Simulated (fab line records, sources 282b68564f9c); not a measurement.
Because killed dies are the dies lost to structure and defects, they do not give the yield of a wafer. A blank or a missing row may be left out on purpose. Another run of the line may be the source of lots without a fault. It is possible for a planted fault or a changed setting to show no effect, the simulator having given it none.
Code-filled problem report in 8D (eight disciplines) form -- flow rit cmos -- the parts of the form that need people (team, actions taken, sign-off) are left out

1. THE ISSUE
Across 9 wafers from 3 lots, NLDD_OVL at RIT_NLDD_OVL_MEAS_06 averages -297.1 nm, while fault-free wafers read 1.7 nm with a standard deviation of 1.4. That is -99 or more standard deviations from the usual mean.
First observed at day 4 04:48: wafer L956.1, on overlay-01. The record has a number at this step for 45 wafers belonging to 15 lots. By rule, "out" or "out of limits" means more than 4 standard deviations away from the usual mean. Any other wafer with a number is counted as sound.

2. WHAT IT IS, WHAT IT ISN'T
question,is,is not
which readings at this step,NLDD_OVL,-
which lots,"L956, L957, L958","L949, L950, L952, L953, L955, L959, L962, L965, L966, L969, L970, L972"
which wafers of those lots,all that have a number,-
read on which gauges,"overlay-01, overlay-02",-
when,from day 4 04:48,"up to then (15 sound wafers); but 21 sound wafers of L959, L962, L965, L966, L969, L970, L972 came after"

3. THE SUSPECTS, EACH WITH WHAT RULES IT OUT
Counting: a tool at a process step up to the reading stays a suspect if it ran every lot that is out and no sound lot after the first of them.
- ruled out: the gauge at RIT_NLDD_OVL_MEAS_06. The wafers that are out were read on 2 gauges (overlay-01, overlay-02).
- iline stepper-02 at RIT_NLDD_EXPOSE_03 (exposes mask M7, target cd 40700 nm): kept. It processed each lot that is out, first L956 at day 4 04:24, and no sound lot thereafter; up to then, the last sound lot it processed was L955 at day 4 00:10.
Remaining after the count: iline stepper-02 at RIT_NLDD_EXPOSE_03.

4. THE CAUSE (what the simulator had put in)
Scanner matching overlay: iline stepper-02, from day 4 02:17 on, at RIT_NLDD_EXPOSE_03. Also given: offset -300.
The count eliminated every tool but this one.

5. THE EFFECT CHAIN, in route order
One row per reading whose mean, taken over the struck wafers that have a number, lies over 3 standard deviations from the usual. Scope: only readings with a usual standard deviation given in the record; hours: median across lots of the time from each lot's start at the first step in this table that gives one to its start at this step; sigmas: change in usual standard deviations.
hours,step,reading,usual,on struck wafers,change,sigmas
0,RIT_NLDD_OVL_MEAS_06,NLDD_OVL,1.7 nm,-297.1,-298.8,-99 or more
Later steps that measure or inspect, where all struck wafers having a row at the step show a number for every such reading and not one has moved that far: RIT_SILICIDE_THK_MEAS_03, RIT_M1_RS_MEAS_01.

6. WHAT WOULD HAVE CAUGHT IT SOONER
3 hours passed between the start of the fault at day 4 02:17 and the first reading out of limits at a measuring or inspecting step in this record, taken at day 4 04:48.
Of the lots that are out (3), L957, L958 began RIT_NLDD_EXPOSE_03 on iline stepper-02 after day 4 04:48. A hold on the tool at that time would have spared those 2.
